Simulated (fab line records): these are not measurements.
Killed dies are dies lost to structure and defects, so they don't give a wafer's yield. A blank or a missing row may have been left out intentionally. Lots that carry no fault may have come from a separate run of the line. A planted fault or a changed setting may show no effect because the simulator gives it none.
fab line records    flow ritCmos
record: lots: 6  wafers: 18  lastDay: 7
route steps=202 shown GATE@89 REOX@98 NLDD@103 PLDD@114 SPACER@125 M1@202
lots with no fault: from the same line, run without faults
startH: the number of hours between the record's first day and the start of the first shown wafer of the lot    waitH: hours from the lot's prior step to this one    " repeats the value in the row above    L1.1+2: a row that stands for several wafers    - no value, or no start was given    * or withheld: withheld    < > ~ a bound
route shown NAME@n: names a module that has steps shown in the file, with the first one's number in the route    usual: mean/standard deviation of fault-free wafers    same: alike in all rows    chamber/n: place in a boat    sites: per-site readings    _std_site: the values' standard deviation    _edge_site: the outer-site mean with the inner-site mean subtracted    radiusMm: for every site, how far away it sits from the centre of the wafer    mask NAME#n: copy n    behind: the most recent tool/chamber to have shaped the wafer    hold: the reason the lot was held/the length of the hold in hours/how it ended    device: transistor that didn't switch, given as n, p or np    end of line: the route-end tests of the same wafers    a step given without rows: its recipe and nothing more    killed: at the first sort, the dies lost to defects and structure; wafer yield is something else    map: per-die view of a wafer (x killed, . not killed, _ where there is no die)
set.NAME: the setting as run; set.NAME@STEP: as run at that earlier step    model.NAME: the simulator's own value behind a step, which no gauge read
certain route steps with their lots: each step a table, each wafer a row
services: the hour from which a tool's chamber was out of use, counted from the record's first day as startH (under 0 if before that day), plus the number of hours and why
== steps ==
step: RIT_GATE_EXPOSE_13
recipe: maskId: M6  na: 0.6  sourceShape: conventional  sigmaOuter: 0.6  targetCdNm: 150  doseMj: 380
step: RIT_GATE_PEB_14
recipe: resist: NOVOLAK  tempC: withheld  timeS: withheld
step: RIT_GATE_DEVELOP_15
recipe: resist: NOVOLAK  developTimeS: 50  devTempC: 23
step: RIT_GATE_CD_MEAS_16
recipe: targetCdNm: 150
usual: cdNm: 149.6/2.5
lot.wafer  tool      chamber  startH  waitH  cdNm
L314.1     cdSem-01  -        55.51   -      148.6
L314.3     "         -        "       "      152.2
L314.5     "         -        "       "      151.8
L316.2     cdSem-02  -        63.98   -      145.9
L316.3     "         -        "       "      147.5
L316.6     "         -        "       "      146.1
L330.2     cdSem-02  -        137.60  -      147.7
L330.3     "         -        "       "      147.6
L330.4     "         -        "       "      147.8
L331.3     cdSem-02  -        142.20  -      151.5
L331.4     "         -        "       "      148.4
L331.5     "         -        "       "      151.0
L332.2     cdSem-01  -        147.60  -      149.9
L332.5     "         -        "       "      147.4
L332.6     "         -        "       "      148.5
L333.2     cdSem-02  -        151.42  -      151.8
L333.4     "         -        "       "      152.4
L333.6     "         -        "       "      151.8
step: RIT_GATE_OVL_MEAS_17
usual: GATE_OVL: -1.7/1.3
lot.wafer  tool        chamber  startH  waitH  GATE_OVL[nm]
L314.1     overlay-02  -        55.63   0.1    0.2
L314.3     "           -        "       "      -1.9
L314.5     "           -        "       "      0.0
L316.2     overlay-02  -        64.08   0.1    -0.8
L316.3     "           -        "       "      0.0
L316.6     "           -        "       "      -2.3
L330.2     overlay-01  -        137.71  0.1    -1.3
L330.3     "           -        "       "      -1.0
L330.4     "           -        "       "      -0.6
L331.3     overlay-02  -        142.30  0.1    -1.8
L331.4     "           -        "       "      -2.7
L331.5     "           -        "       "      -0.7
L332.2     overlay-01  -        147.70  0.1    -1.5
L332.5     "           -        "       "      -2.9
L332.6     "           -        "       "      -1.2
L333.2     overlay-01  -        151.53  0.1    -1.8
L333.4     "           -        "       "      -0.7
L333.6     "           -        "       "      -0.1
step: RIT_GATE_HARDBAKE_18
recipe: resist: NOVOLAK  tempC: 140  timeS: 60
step: RIT_GATE_ETCH_19
recipe: chemistry: SF6/CHF3/O2  timeS: 158.5  SF6_flow_sccm: 30  CHF3_flow_sccm: 30  O2_flow_sccm: 5  target: poly-Si  pressureMtorr: 40  rfW: 160  targetDepthA: 3125  overEtchFrac: 0.25  stopOn: SiO2
usual: SF6_flow_sccm: 30.01/0.089  drypumpMotorCurrentA: 5.7/0.59  oesProductAu: 0.857/0.014  throttleValvePct: 10.27/0.19
lot.wafer  tool      chamber  startH  waitH  SF6_flow_sccm  drypumpMotorCurrentA  oesProductAu  rfHoursCounterH  throttleValvePct
L314.1     rieSi-01  1        55.81   0.1    30.01          5.1                   0.838         1                9.91
L314.3     "         2        "       "      29.94          6.5                   0.852         123              10.18
L314.5     "         0        "       "      30.06          5.4                   0.881         -                10.41
L316.2     rieSi-01  1        64.26   0.1    29.91          5.0                   0.852         1                9.93
L316.3     "         0        "       "      29.89          5.4                   0.879         9                10.41
L316.6     "         3        "       "      29.97          6.5                   0.848         -                10.29
L330.2     rieSi-01  2        137.89  0.1    29.96          6.5                   0.854         124              10.17
L330.3     "         0        "       "      30.11          5.3                   0.880         9                10.41
L330.4     "         0        "       "      30.07          5.3                   0.878         -                10.42
L331.3     rieSi-02  2        142.47  0.1    29.86          5.4                   0.853         3                10.27
L331.4     "         0        "       "      29.97          6.2                   0.854         33               10.17
L331.5     "         3        "       "      30.03          5.6                   0.857         -                10.60
L332.2     rieSi-01  0        147.88  0.1    29.94          5.4                   0.886         10               10.40
L332.5     "         2        "       "      29.85          6.5                   0.848         -                10.19
L332.6     "         1        "       "      29.93          5.1                   0.846         -                9.92
L333.2     rieSi-02  2        151.71  0.1    30.07          5.4                   0.851         3                10.27
L333.4     "         0        "       "      29.99          6.2                   0.846         33               10.17
L333.6     "         3        "       "      30.19          5.6                   0.841         -                10.60
step: RIT_GATE_STRIP_20
recipe: chemistry: O2  timeS: 180  resist: NOVOLAK  platenTempC: withheld  powerW: 500  pressureMtorr: 4000  o2FlowSccm: 4000
usual: drypumpMotorCurrentA: 6.0/0.51  o2FlowSccm: 4001/12
lot.wafer  tool            chamber  startH  waitH  drypumpMotorCurrentA  o2FlowSccm  rfHoursCounterH
L314.1     plasmaAsher-04  1        55.92   0.1    5.3                   4008        27
L314.3     "               1        "       "      5.3                   4023        -
L314.5     "               1        "       "      5.3                   3999        -
L316.2     plasmaAsher-04  1        64.37   0.1    5.3                   3997        28
L316.3     "               0        "       "      6.3                   3986        -
L316.6     "               1        "       "      5.3                   3983        -
L330.2     plasmaAsher-04  1        138.00  0.1    5.3                   4010        36
L330.3     "               1        "       "      5.3                   4005        -
L330.4     "               0        "       "      6.3                   4001        -
L331.3     plasmaAsher-03  0        142.64  0.1    6.2                   4010        -
L331.4     "               1        "       "      6.5                   3997        -
L331.5     "               1        "       "      6.5                   3999        -
L332.2     plasmaAsher-04  1        147.99  0.1    5.3                   3999        36
L332.5     "               1        "       "      5.3                   3973        -
L332.6     "               0        "       "      6.3                   4014        -
L333.2     plasmaAsher-03  1        151.82  0.1    6.6                   4009        51
L333.4     "               1        "       "      6.5                   3995        -
L333.6     "               0        "       "      6.2                   3989        -
step: RIT_GATE_CD_MEAS_90
recipe: targetCdNm: 150
usual: cdNm: 149.7/2.5
lot.wafer  tool      chamber  startH  waitH  cdNm
L314.1     cdSem-01  -        56.10   0.1    148.7
L314.3     "         -        "       "      152.5
L314.5     "         -        "       "      151.7
L316.2     cdSem-01  -        64.57   0.1    145.8
L316.3     "         -        "       "      147.5
L316.6     "         -        "       "      146.3
L330.2     cdSem-02  -        138.19  0.1    147.7
L330.3     "         -        "       "      147.4
L330.4     "         -        "       "      147.7
L331.3     cdSem-01  -        142.79  0.1    151.4
L331.4     "         -        "       "      148.3
L331.5     "         -        "       "      151.3
L332.2     cdSem-01  -        148.19  0.1    150.1
L332.5     "         -        "       "      147.5
L332.6     "         -        "       "      148.3
L333.2     cdSem-01  -        152.01  0.1    151.9
L333.4     "         -        "       "      152.1
L333.6     "         -        "       "      151.8
step: RIT_REOX_CLEAN_00
recipe: chemistry: SC1  mix: 3:3:50  timeS: 600  tempC: 75
step: RIT_REOX_CLEAN_01
recipe: chemistry: dHF  dilution: 50:1  timeS: 30
step: RIT_REOX_CLEAN_02
recipe: chemistry: SC2  mix: 3:3:50  timeS: 600  tempC: 75  dry: n2Spin
step: RIT_REOX_OXIDATION_03
recipe: tempC: 900  ambient: O2  targetThkA: 252  oxTimeS: 5580
usual: spikeTcCentreC: 903.3/1.5  spikeTcLoadC: 926.1/1.4  spikeTcSourceC: 922.6/1.5  tubeCenterTempC: 900/0.075  tube_center_temp_C_max: 902.3/0.4
lot.wafer  tool        chamber  startH  waitH  spikeTcCentreC  spikeTcLoadC  spikeTcSourceC  tubeCenterTempC  tube_center_temp_C_max  model.SiO2_of_REOX_OXIDATION_03.thkNm
L314.1     furnace-03  0        57.48   0.9    902.0           925.7         925.9           900.01           903.7                   25.47
L314.3     "           0        "       "      901.3           927.5         925.4           899.91           902.3                   25.5
L314.5     "           0        "       "      902.5           927.6         924.2           900.04           902.3                   25.69
L316.2     furnace-04  0        65.51   0.5    901.7           928.1         921.4           899.95           902.2                   25.53
L316.3     "           0        "       "      902.6           927.4         922.3           899.95           902.5                   25.56
L316.6     "           0        "       "      904.1           925.6         922.9           900.09           903.0                   25.36
L330.2     furnace-04  0        140.89  2.2    919.8           940.2         937.7           915.04           916.6                   29.67
L330.3     "           0        "       "      918.5           942.3         935.9           914.98           917.2                   29.76
L330.4     "           0        "       "      920.0           942.8         936.3           915.05           917.4                   30.08
L331.3     furnace-04  0        144.76  1.5    917.7           939.3         937.1           915.07           917.6                   30.11
L331.4     "           0        "       "      920.2           940.0         938.9           914.87           917.3                   30.02
L331.5     "           0        "       "      917.3           942.0         938.1           914.95           916.9                   29.98
L332.2     furnace-01  0        148.65  0.0    905.4           926.6         922.0           900.05           902.0                   25.44
L332.5     "           0        "       "      905.1           923.3         921.8           900.11           902.6                   25.08
L332.6     "           0        "       "      905.3           926.9         920.7           899.86           902.2                   25.03
L333.2     furnace-01  0        154.45  2.0    902.2           925.4         921.1           900.05           902.6                   25.65
L333.4     "           0        "       "      903.6           926.0         921.5           900.03           902.0                   25.74
L333.6     "           0        "       "      904.4           924.7         923.3           900.08           902.3                   25.65
step: RIT_REOX_THK_MEAS_04
recipe: reads: SiO2_of_REOX_OXIDATION_03
usual: REOX_OXIDE_THK: 25.3/0.42
lot.wafer  tool          chamber  startH  waitH  REOX_OXIDE_THK[nm]
L314.1     filmMetro-03  -        60.03   0.0    25.5
L314.3     "             -        "       "      25.5
L314.5     "             -        "       "      25.7
L316.2     filmMetro-03  -        68.07   0.0    25.6
L316.3     "             -        "       "      25.6
L316.6     "             -        "       "      25.4
L330.2     filmMetro-04  -        143.45  0.0    29.7
L330.3     "             -        "       "      29.8
L330.4     "             -        "       "      30.1
L331.3     filmMetro-04  -        147.33  0.0    30.1
L331.4     "             -        "       "      30.0
L331.5     "             -        "       "      29.9
L332.2     filmMetro-03  -        151.21  0.0    25.5
L332.5     "             -        "       "      25.1
L332.6     "             -        "       "      25.1
L333.2     filmMetro-03  -        157.01  0.0    25.7
L333.4     "             -        "       "      25.7
L333.6     "             -        "       "      25.7
step: RIT_NLDD_HMDS_00
recipe: primeTimeS: 60  primeTempC: 140
step: RIT_NLDD_COAT_01
recipe: resist: NOVOLAK  spinRpm: 3250  resistThkNm: 1000
step: RIT_NLDD_SOFTBAKE_02
recipe: resist: NOVOLAK  tempC: 90  timeS: 60
step: RIT_NLDD_EXPOSE_03
recipe: maskId: M7  na: 0.57  targetCdNm: 40700  doseMj: 250
step: RIT_NLDD_PEB_04
recipe: resist: NOVOLAK  tempC: withheld  timeS: withheld
step: RIT_NLDD_DEVELOP_05
recipe: resist: NOVOLAK  developTimeS: 50  devTempC: 23
step: RIT_NLDD_OVL_MEAS_06
usual: NLDD_OVL: -1.8/1.2
lot.wafer  tool        chamber  startH  waitH  NLDD_OVL[nm]
L314.1     overlay-01  -        60.94   -      -2.7
L314.3     "           -        "       "      -1.3
L314.5     "           -        "       "      -1.6
L316.2     overlay-02  -        69.18   -      -3.2
L316.3     "           -        "       "      -3.8
L316.6     "           -        "       "      -4.4
L330.2     overlay-02  -        144.48  -      -3.9
L330.3     "           -        "       "      -3.1
L330.4     "           -        "       "      -1.1
L331.3     overlay-01  -        148.23  -      0.3
L331.4     "           -        "       "      0.6
L331.5     "           -        "       "      0.5
L332.2     overlay-02  -        152.25  -      -1.5
L332.5     "           -        "       "      -1.4
L332.6     "           -        "       "      0.2
L333.2     overlay-02  -        157.99  -      -2.0
L333.4     "           -        "       "      -2.7
L333.6     "           -        "       "      -2.8
step: RIT_NLDD_HARDBAKE_07
recipe: resist: NOVOLAK  tempC: 140  timeS: 60
step: RIT_NLDD_IMPLANT_08
recipe: species: P  energyKev: 20  doseCm2: 4.909e+14  tiltDeg: 7
step: RIT_NLDD_STRIP_09
recipe: chemistry: O2  timeS: 180  resist: NOVOLAK  platenTempC: withheld  powerW: 500  pressureMtorr: 4000  o2FlowSccm: 4000
usual: drypumpMotorCurrentA: 5.8/0.61  o2FlowSccm: 3999/11
lot.wafer  tool            chamber  startH  waitH  drypumpMotorCurrentA  o2FlowSccm  rfHoursCounterH
L314.1     plasmaAsher-01  1        61.28   0.1    6.5                   3978        44
L314.3     "               0        "       "      5.5                   3988        -
L314.5     "               0        "       "      5.6                   3987        -
L316.2     plasmaAsher-04  1        69.51   0.1    5.3                   4026        28
L316.3     "               0        "       "      6.3                   3997        -
L316.6     "               1        "       "      5.3                   4013        -
L330.2     plasmaAsher-01  0        144.81  0.1    5.5                   3989        53
L330.3     "               1        "       "      6.6                   3992        -
L330.4     "               0        "       "      5.5                   3984        -
L331.3     plasmaAsher-01  1        148.61  0.1    6.6                   3994        -
L331.4     "               0        "       "      5.5                   4014        -
L331.5     "               1        "       "      6.6                   4005        -
L332.2     plasmaAsher-02  1        152.58  0.1    4.8                   3980        3
L332.5     "               1        "       "      4.9                   3990        -
L332.6     "               0        "       "      5.9                   4010        -
L333.2     plasmaAsher-01  0        158.32  0.1    5.5                   3996        55
L333.4     "               0        "       "      5.6                   4001        -
L333.6     "               1        "       "      6.5                   3990        -
step: RIT_NLDD_TW_MEAS_10
usual: NLDD_TW: 2481/19
lot.wafer  tool          chamber  startH  waitH  NLDD_TW
L314.1     filmMetro-04  -        61.45   0.1    2469
L314.3     "             -        "       "      2451
L314.5     "             -        "       "      2463
L316.2     filmMetro-01  -        69.69   0.1    2470
L316.3     "             -        "       "      2449
L316.6     "             -        "       "      2473
L330.2     filmMetro-02  -        145.00  0.1    2494
L330.3     "             -        "       "      2487
L330.4     "             -        "       "      2483
L331.3     filmMetro-04  -        148.75  0.1    2467
L331.4     "             -        "       "      2458
L331.5     "             -        "       "      2452
L332.2     filmMetro-01  -        152.77  0.1    2456
L332.5     "             -        "       "      2473
L332.6     "             -        "       "      2462
L333.2     filmMetro-04  -        158.50  0.1    2459
L333.4     "             -        "       "      2444
L333.6     "             -        "       "      2451
step: RIT_PLDD_HMDS_00
recipe: primeTimeS: 60  primeTempC: 140
step: RIT_PLDD_COAT_01
recipe: resist: NOVOLAK  spinRpm: 3250  resistThkNm: 981.8
step: RIT_PLDD_SOFTBAKE_02
recipe: resist: NOVOLAK  tempC: 90  timeS: 60
step: RIT_PLDD_EXPOSE_03
recipe: maskId: M8  na: 0.57  targetCdNm: 40900  doseMj: 250
step: RIT_PLDD_PEB_04
recipe: resist: NOVOLAK  tempC: withheld  timeS: withheld
step: RIT_PLDD_DEVELOP_05
recipe: resist: NOVOLAK  developTimeS: 50  devTempC: 23
step: RIT_PLDD_OVL_MEAS_06
usual: PLDD_OVL: -0.4/1.3
lot.wafer  tool        chamber  startH  waitH  PLDD_OVL[nm]
L314.1     overlay-02  -        62.49   -      -1.9
L314.3     "           -        "       "      -0.1
L314.5     "           -        "       "      -0.1
L316.2     overlay-01  -        70.72   -      -1.2
L316.3     "           -        "       "      -0.9
L316.6     "           -        "       "      -1.0
L330.2     overlay-01  -        145.90  -      -0.2
L330.3     "           -        "       "      -1.0
L330.4     "           -        "       "      -1.0
L331.3     overlay-01  -        149.65  -      0.2
L331.4     "           -        "       "      -0.6
L331.5     "           -        "       "      -1.5
L332.2     overlay-01  -        153.76  -      0.9
L332.5     "           -        "       "      1.2
L332.6     "           -        "       "      0.3
L333.2     overlay-01  -        159.68  -      1.5
L333.4     "           -        "       "      0.2
L333.6     "           -        "       "      0.7
step: RIT_PLDD_HARDBAKE_07
recipe: resist: NOVOLAK  tempC: 140  timeS: 60
step: RIT_PLDD_IMPLANT_08
recipe: species: BF2  energyKev: 20  doseCm2: 9e+14  tiltDeg: 7
step: RIT_PLDD_STRIP_09
recipe: chemistry: O2  timeS: 180  resist: NOVOLAK  platenTempC: withheld  powerW: 500  pressureMtorr: 4000  o2FlowSccm: 4000
usual: drypumpMotorCurrentA: 6.0/0.58  o2FlowSccm: 4000/11
lot.wafer  tool            chamber  startH  waitH  drypumpMotorCurrentA  o2FlowSccm  rfHoursCounterH
L314.1     plasmaAsher-01  1        62.82   0.1    6.5                   3998        44
L314.3     "               1        "       "      6.5                   3988        -
L314.5     "               1        "       "      6.5                   4005        -
L316.2     plasmaAsher-01  1        71.05   0.1    6.5                   4008        45
L316.3     "               1        "       "      6.5                   4000        -
L316.6     "               0        "       "      5.5                   4021        -
L330.2     plasmaAsher-01  1        146.23  0.1    6.5                   4008        54
L330.3     "               0        "       "      5.6                   3987        -
L330.4     "               1        "       "      6.5                   4014        -
L331.3     plasmaAsher-01  0        150.03  0.1    5.6                   3994        -
L331.4     "               1        "       "      6.5                   3996        -
L331.5     "               0        "       "      5.5                   4008        -
L332.2     plasmaAsher-03  0        154.09  0.1    6.2                   4012        52
L332.5     "               1        "       "      6.6                   3980        -
L332.6     "               0        "       "      6.2                   3997        -
L333.2     plasmaAsher-03  1        160.01  0.1    6.6                   3993        52
L333.4     "               1        "       "      6.6                   3997        -
L333.6     "               0        "       "      6.2                   3999        -
step: RIT_PLDD_TW_MEAS_10
usual: PLDD_TW: 2350/20
lot.wafer  tool          chamber  startH  waitH  PLDD_TW
L314.1     filmMetro-02  -        63.00   0.1    2357
L314.3     "             -        "       "      2378
L314.5     "             -        "       "      2375
L316.2     filmMetro-02  -        71.24   0.1    2373
L316.3     "             -        "       "      2363
L316.6     "             -        "       "      2375
L330.2     filmMetro-02  -        146.42  0.1    2366
L330.3     "             -        "       "      2352
L330.4     "             -        "       "      2358
L331.3     filmMetro-02  -        150.17  0.1    2356
L331.4     "             -        "       "      2348
L331.5     "             -        "       "      2358
L332.2     filmMetro-01  -        154.27  0.1    2328
L332.5     "             -        "       "      2324
L332.6     "             -        "       "      2322
L333.2     filmMetro-04  -        160.20  0.1    2332
L333.4     "             -        "       "      2331
L333.6     "             -        "       "      2320
step: RIT_SPACER_CLEAN_00
recipe: chemistry: SC1  mix: 3:3:50  timeS: 600  tempC: 75
lot.wafer  tool         chamber  startH  waitH  model.SiO2_of_REOX_OXIDATION_03.thkNm
L314.1     wetBench-03  3        63.06   0.1    23.51
L314.3     "            3        "       "      23.53
L314.5     "            3        "       "      23.72
L316.2     wetBench-03  2        71.29   0.0    23.55
L316.3     "            2        "       "      23.58
L316.6     "            2        "       "      23.4
L330.2     wetBench-02  2        146.47  0.0    27.36
L330.3     "            2        "       "      27.44
L330.4     "            2        "       "      27.74
L331.3     wetBench-02  2        150.21  0.0    27.78
L331.4     "            2        "       "      27.69
L331.5     "            2        "       "      27.65
L332.2     wetBench-03  2        154.32  0.0    23.49
L332.5     "            2        "       "      23.15
L332.6     "            2        "       "      23.1
L333.2+6   wetBench-02  0        160.25  0.0    23.67
L333.4     "            0        "       "      23.75
step: RIT_SPACER_CLEAN_01
recipe: chemistry: dHF  dilution: 50:1  timeS: 30
step: RIT_M1_PROBE_99
usual: killedAtContacts: 0.1/0.3  killedAtFrontEnd: 7/3.4  killedDies: 7/3.4  killedOpen: 3.6/2.1  killedShort: 3.5/2.1
same: grossDies: 264  killed_at_M0_to_M3: 0  killed_at_M4_up: 0  killedAtBackSide: 0  killedAtOther: 0
lot.wafer  tool       chamber  startH  waitH  killedAtContacts  killedAtFrontEnd  killedDies  killedOpen  killedShort  model.etest.pmosTurned.rOnOhmUm  model.etest.pmos_0p3.rOnOhmUm  model.etest.pmos_0p15.rOnOhmUm  model.etest.pldd.rsOhmSq  model.etest.nmos_0p15.rOnOhmUm  model.etest.nmos_0p3.rOnOhmUm  model.etest.pldd.lineOhmUm  model.etest.nldd.rsOhmSq
L314.1     prober-02  -        77.34   0.1    0                 5                 5           3           2            3412                             6373                           2772                            510.9                     1156                            2219                           163.1                       399.3
L314.3     prober-02  -        77.44   0.2    2                 3                 5           2           3            3508                             6442                           2881                            506.2                     1199                            2244                           162.2                       398.8
L314.5     prober-02  -        77.54   0.2    0                 1                 1           0           1            3557                             6459                           2916                            521.4                     1200                            2257                           165.8                       403
L316.2     prober-02  -        84.68   0.1    0                 4                 4           3           1            3361                             6413                           2707                            497.7                     1135                            2235                           160.2                       389.9
L316.3     prober-02  -        84.73   0.2    0                 4                 4           2           2            3352                             6385                           2744                            506.8                     1149                            2211                           159.9                       396.6
L316.6     prober-02  -        84.88   0.2    0                 3                 3           1           2            3368                             6411                           2701                            493.2                     1152                            2227                           161.1                       390.4
L330.2     prober-02  -        160.13  0.1    0                 6                 6           6           0            5018                             7144                           3530                            960.5                     1321                            2366                           301.8                       486.8
L330.3     prober-02  -        160.18  0.2    0                 2                 2           1           1            5104                             7202                           3523                            974.3                     1301                            2362                           310.9                       491.5
L330.4     prober-02  -        160.23  0.2    0                 4                 4           0           4            5295                             7338                           3630                            1016                      1345                            2397                           324.9                       500.1
L331.3     prober-01  -        163.49  0.2    0                 13                13          8           5            5202                             7267                           3678                            974.4                     1425                            2436                           313.6                       540
L331.4     prober-01  -        163.54  0.2    0                 12                12          7           5            5136                             7254                           3572                            968.7                     1388                            2422                           312.6                       533.1
L331.5     prober-01  -        163.59  0.2    0                 8                 8           6           2            5250                             7353                           3691                            962.7                     1416                            2473                           310.3                       534.8
L332.2     prober-01  -        168.03  0.1    0                 9                 9           5           4            3641                             6618                           2903                            560.8                     1140                            2213                           177                         388.9
L332.5     prober-01  -        168.18  0.2    0                 9                 9           5           4            3506                             6506                           2834                            543.4                     1119                            2164                           173                         381.4
L332.6     prober-01  -        168.23  0.2    0                 9                 9           2           7            3514                             6453                           2825                            531.9                     1108                            2165                           172.2                       381.9
L333.2     prober-02  -        173.33  0.1    0                 5                 5           2           3            3552                             6422                           2902                            537.1                     1155                            2191                           171.3                       390.7
L333.4     prober-02  -        173.43  0.2    0                 10                10          3           7            3660                             6601                           2972                            542.5                     1186                            2221                           173.6                       392.2
L333.6     prober-02  -        173.53  0.2    0                 8                 8           3           5            3557                             6482                           2910                            532.8                     1159                            2194                           173.8                       392.4
killed by level:class
L314.1 FOX1:geometricParticle:open=2 FOX2:geometricParticle:short=1 REOX:geometricParticle:short=1 SILICIDE:geometricParticle:open=1
L314.3 FOX1:geometricParticle:open=1 GATE:geometricParticle:short=1 REOX:geometricParticle:short=1 CONTACT:geometricParticle:open=1 CONTACT:geometricParticle:short=1
L314.5 SPACER:geometricParticle:short=1
L316.2 FOX1:geometricParticle:open=2 FOX1:geometricParticle:short=1 GATE:geometricParticle:open=1
L316.3 FOX1:geometricParticle:short=1 GATE:geometricParticle:short=1 GATE:geometricParticle:open=1 SILICIDE:geometricParticle:open=1
L316.6 FOX1:geometricParticle:short=1 GATE:geometricParticle:open=1 SPACER:geometricParticle:short=1
L330.2 GATE:geometricParticle:open=2 ACTIVE:geometricParticle:open=1 FOX1:geometricParticle:open=1 SPACER:geometricParticle:open=1 SILICIDE:geometricParticle:open=1
L330.3 FOX2:geometricParticle:short=1 SILICIDE:geometricParticle:open=1
L330.4 FOX2:geometricParticle:short=3 SILICIDE:geometricParticle:short=1
L331.3 SPACER:geometricParticle:open=6 GATE:geometricParticle:short=3 SPACER:geometricParticle:short=2 FOX2:geometricParticle:open=1 SILICIDE:geometricParticle:open=1
L331.4 GATE:geometricParticle:short=4 GATE:geometricParticle:open=2 SPACER:geometricParticle:open=2 SILICIDE:geometricParticle:open=2 REOX:geometricParticle:open=1 SILICIDE:geometricParticle:short=1
L331.5 GATE:geometricParticle:open=2 SILICIDE:geometricParticle:open=2 REOX:geometricParticle:open=1 REOX:geometricParticle:short=1 SPACER:geometricParticle:open=1 SILICIDE:geometricParticle:short=1
L332.2 REOX:geometricParticle:short=2 SPACER:geometricParticle:open=2 ACTIVE:geometricParticle:open=1 FOX1:geometricParticle:open=1 FOX1:geometricParticle:short=1 FOX2:geometricParticle:open=1 GATE:geometricParticle:short=1
L332.5 GATE:geometricParticle:short=2 GATE:geometricParticle:open=2 FOX1:geometricParticle:open=1 REOX:geometricParticle:short=1 REOX:geometricParticle:open=1 SPACER:geometricParticle:short=1 SPACER:geometricParticle:open=1
L332.6 SPACER:geometricParticle:short=3 REOX:geometricParticle:short=2 GATE:geometricParticle:short=1 SILICIDE:geometricParticle:open=1 SPACER:geometricParticle:open=1 SILICIDE:geometricParticle:short=1
L333.2 FOX1:geometricParticle:short=1 FOX2:geometricParticle:open=1 GATE:geometricParticle:short=1 GATE:geometricParticle:open=1 SPACER:geometricParticle:short=1
L333.4 GATE:geometricParticle:short=3 FOX1:geometricParticle:short=2 REOX:geometricParticle:short=2 FOX1:geometricParticle:open=1 GATE:geometricParticle:open=1 SPACER:geometricParticle:open=1
L333.6 FOX2:geometricParticle:short=2 GATE:geometricParticle:short=2 REOX:geometricParticle:open=2 FOX1:geometricParticle:open=1 SPACER:geometricParticle:short=1
== services ==
tool            chamber  startH  hours  kind
rieSi-02        3        40.43   29.2   repair
plasmaAsher-03  -        70.37   1.0    repair
plasmaAsher-02  -        77.49   2.8    pm
plasmaAsher-03  -        93.07   7.8    repair
plasmaAsher-02  -        108.75  9.0    pm
plasmaAsher-02  0        108.75  9.0    ventCycle
plasmaAsher-02  1        108.75  9.0    ventCycle
plasmaAsher-02  0        117.75  -      clean
plasmaAsher-02  1        117.75  -      clean
rieSi-02        2        121.25  5.6    repair
furnace-01      -        128.67  9.8    pm
rieSi-01        3        130.18  -      clean
rieSi-01        3        130.18  25.5   scheduledDown
rieSi-01        3        130.18  25.5   ventCycle
furnace-01      -        138.52  3.2    pm
plasmaAsher-01  -        141.93  2.8    pm
plasmaAsher-02  -        143.74  0.5    repair
furnace-03      -        157.34  2.9    pm
== key ==
firstSign: step: RIT_REOX_OXIDATION_03  reading: tubeCenterTempC  direction: up  sigmas: 99+  usual: *  struck: *
effect: step: RIT_REOX_OXIDATION_03  reading: tube_center_temp_C_max  direction: up  sigmas: 37  usual: *  struck: *
effect: step: RIT_REOX_THK_MEAS_04  reading: REOX_OXIDE_THK  direction: up  sigmas: 11  usual: 25.3  struck: 29.9
modelEffect: step: RIT_REOX_OXIDATION_03  value: SiO2_of_REOX_OXIDATION_03.thkNm  without: 25.8  struck: 29.94
modelEffect: step: RIT_SPACER_CLEAN_00  value: SiO2_of_REOX_OXIDATION_03.thkNm  without: 23.79  struck: 27.61
modelEffect: step: RIT_M1_PROBE_99  value: etest.pmosTurned.rOnOhmUm  without: 3621  struck: 5167
metAt RIT_REOX_OXIDATION_03
struckWafers L330.2,L330.3,L330.4,L331.3,L331.4,L331.5
testerLeftOut L330,L331
loopTrim: step: RIT_M1_EXPOSE_06  setting: dose  lots: L330,L331
onsetBetween 65.51 140.89
fault: kind: processParameterDrift  tool: furnace-04  chamber: -  onsetH: 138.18  steps: RIT_REOX_OXIDATION_03  channel: tempC  offset: *  shape: step  endH: 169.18  actsIn: *  stated: *
testerLeftOut: of these lots the tester's yield and bins aren't shown, on N5 and GAA mostly nor the transistor test; their killed dies are dies lost to structure and defects alone, not to doping, threshold or leakage, so they don't give the yield
loopTrim: a control loop set the setting to another value than it would have without faults
